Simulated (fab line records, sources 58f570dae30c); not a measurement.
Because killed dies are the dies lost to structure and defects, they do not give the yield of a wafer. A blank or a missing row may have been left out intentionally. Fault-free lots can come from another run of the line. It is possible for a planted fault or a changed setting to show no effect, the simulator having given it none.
Struck lot and sound lot, side by side    flow berkeley cmos170    30 steps out of a route of 331
Sound: these wafers, L790.1, L790.3, L790.6. The struck wafers were L806.1, L806.2, L806.4. At the end, the cause is stated.
For every step that has rows: the tool of each side, followed by ch and its chambers, followed by its first start. Under that, the readings that differ: sound wafers    struck wafers    difference of the means    sigmas: that difference in standard deviations of wafers without a fault.
alike: readings with means less than 2 such deviations apart, plus words and numbers identical on both sides. not compared: withheld readings, readings lacking a value on some wafer, bounds such as >300 that could conceal the same value, and numbers that have no deviation in the record and whose values overlap.
Wherever a step has rows on one side only, a row that says differs or no value, or a row with sigmas, the two part there. Numbers that don't overlap but have no deviation are shown without sigmas and don't part them. A reading that every wafer of one side lacks parts them only if that side has two wafers or more.

UCB170_PLDD_TW_MEAS_11:
  sound: film metro-01 at day 8 21:16; struck: film metro-02 at day 11 22:10
  alike: PLDD_TW
then, 7 steps without rows for these wafers: UCB170_PLDD_CLEAN_12 (cleans in SPM, time 600 s); UCB170_NLDD_HMDS_00 (prime time 60 s); UCB170_NLDD_COAT_01 (resist thk 900 nm); UCB170_NLDD_SOFTBAKE_02 (time 60 s); UCB170_NLDD_EXPOSE_03 (exposes mask NSELECT, target cd 1200 nm); UCB170_NLDD_PEB_04; UCB170_NLDD_DEVELOP_05 (develop time 45 s).
UCB170_NLDD_CD_MEAS_06 targets a cd of 1200 nm.
  sound: cd sem-01 at day 9 00:19; struck: cd sem-02 at day 11 23:49
  alike: cd nm
UCB170_NLDD_OVL_MEAS_07:
  sound: overlay-01 at day 9 00:26; struck: overlay-02 at day 11 23:56
  alike: NLDD_OVL
then, 2 steps without rows for these wafers: UCB170_NLDD_IMPLANT_08; UCB170_NLDD_IMPLANT_09.
UCB170_NLDD_STRIP_10: strips in O2.
  sound on plasma asher-03 ch 0,1, day 9 00:46; struck on plasma asher-03 ch 0,1, day 12 00:17
  no value came back on the struck wafers for any of 5 readings (chamber pressure mTorr (mTorr), drypump motor current A (A) and others); on the sound wafers chamber pressure mTorr (mTorr) reads 3501 3502 3501
reading                                sound  struck             difference  sigmas
model.KrF_of_NLDD_COAT_01.thk nm (nm)  0 0 0  878.4 882.7 882.3  +881.1      
  not compared: rf hours counter h
UCB170_NLDD_TW_MEAS_11:
  sound: film metro-04 at day 9 00:52; struck: film metro-04 at day 12 00:23
  alike: NLDD_TW
then, 1 step without rows for these wafers: UCB170_NLDD_CLEAN_12 (cleans in SPM, time 600 s).
UCB170_SPACER_CVD_00: deposits SiO2 from TEOS/O2, target thk 376 nm, time 45.89 s.
  sound on pecvd-02 ch 0,1,2, day 9 01:13; struck on pecvd-04 ch 1,2, day 12 00:37
  alike: heater power w, rf fwd power W
UCB170_SPACER_THK_MEAS_01:
  sound: film metro-03 at day 9 01:15; struck: film metro-02 at day 12 00:40
  alike: SPACER_TEOS_THK
then, 1 step without rows for these wafers: UCB170_SPACER_ANNEAL_02 (time 1800 s).
UCB170_SPACER_ETCHBACK_03: etches SiO2 in CHF3/CF4/Ar, stops on Si, target depth 376 nm, time 100 s.
  sound on rie diel-02 ch 0,2,3, day 9 05:54; struck on rie diel-03 ch 0,2,3, day 12 07:26
  alike: drypump motor current A, oes product au, rf fwd power W, throttle valve pct
  not compared: rf hours counter h
then, 6 steps without rows for these wafers: UCB170_PSD_HMDS_00 (prime time 60 s); UCB170_PSD_COAT_01 (resist thk 900 nm); UCB170_PSD_SOFTBAKE_02 (time 60 s); UCB170_PSD_EXPOSE_03 (exposes mask PSELECT MOD, target cd 1200 nm); UCB170_PSD_PEB_04; UCB170_PSD_DEVELOP_05 (develop time 45 s).
UCB170_PSD_CD_MEAS_06 targets a cd of 1200 nm.
  sound: cd sem-01 at day 9 08:10; struck: cd sem-01 at day 12 09:08
  alike: cd nm
UCB170_PSD_OVL_MEAS_07:
  sound: overlay-02 at day 9 08:17; struck: overlay-01 at day 12 09:16
  alike: PSD_OVL
after that, 1 step had no rows for these wafers: UCB170_PSD_IMPLANT_08.
UCB170_PSD_STRIP_09: strips in O2.
  sound on plasma asher-04 ch 0,1, day 9 08:28; struck on plasma asher-01 ch 0,1, day 12 09:27
reading                       sound              struck             difference  sigmas
oes product au (a.u.)         0.602 0.599 0.598  0.664 0.664 0.675  +0.068      +15
strip time to endpoint s (s)  29.32 29.34 29.32  55.31 55.38 55.44  +26.05      +99 or more
  alike: chamber pressure mTorr, drypump motor current A, o2 flow sccm
  not compared: rf hours counter h
UCB170_PSD_TW_MEAS_10:
  sound: film metro-01 at day 9 08:34; struck: film metro-02 at day 12 09:46
reading  sound           struck    difference  sigmas
PSD_TW   2348 2344 2351  30 30 30  -2318       -99 or more
  not compared: hold

== WHERE THEY PART ==
At UCB170_NLDD_STRIP_10 first; at UCB170_PSD_TW_MEAS_10 last (within this record only).

WHY: whatever the simulator had introduced
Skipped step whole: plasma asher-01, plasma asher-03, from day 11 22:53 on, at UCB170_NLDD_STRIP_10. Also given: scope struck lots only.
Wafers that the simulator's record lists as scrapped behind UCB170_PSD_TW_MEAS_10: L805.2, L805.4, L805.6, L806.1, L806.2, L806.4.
